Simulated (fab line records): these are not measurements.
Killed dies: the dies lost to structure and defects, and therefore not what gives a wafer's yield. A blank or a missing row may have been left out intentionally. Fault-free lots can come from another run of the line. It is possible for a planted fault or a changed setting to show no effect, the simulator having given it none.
Which tool did it? ; flow ritCmos ; route of 202 steps, sampled at 1 step: 7 lots, 21 wafers

== WHAT EACH GAUGE READ, for each wafer ==
RIT_ACTIVE_THK_MEAS_02.
lot;measured;on;ACTIVE_OXIDE_THK (nm)
L831;day 1 17:04;filmMetro-02;47.7 47.6 48.3
L833;day 2 03:03;filmMetro-03;49.2 49.2 48.5
L837;day 3 01:02;filmMetro-02;47.1 46.8 47.4
L840;day 3 14:03;filmMetro-02;47.9 47.1 47.1
L842;day 4 01:05;filmMetro-04;46.6 48.1 47.4
L844;day 4 10:04;filmMetro-04;48.6 48.4 48.3
L853;day 6 07:03;filmMetro-02;46.7 46.4 47.2

== WHAT TOOL EACH LOT RAN ON (gives the tool, then ch and the chambers of the sampled wafers, and finally the start) ==
Record: no process step prior to these readings.

== THE ANSWER, worked out from the rows above alone ==
Rule: what is usual is taken from the lots themselves. The widest of any qualifying gaps counts: lots, ordered by their means at a reading, are off when they make up no more than a third of the lots, leave a main group of 4 or more, and stand apart from it by 3 or more times the standard deviation of that group's means. Not used: any main group whose means are identical at the precision the tables above print for the reading. Also off: a lot with no number at a reading for which 4 or more lots have one. All remaining lots with rows at the step are treated as sound.
None of the lots is off at any reading shown; this tells nothing.

== WHAT HAD BEEN PUT IN BY THE SIMULATOR ==
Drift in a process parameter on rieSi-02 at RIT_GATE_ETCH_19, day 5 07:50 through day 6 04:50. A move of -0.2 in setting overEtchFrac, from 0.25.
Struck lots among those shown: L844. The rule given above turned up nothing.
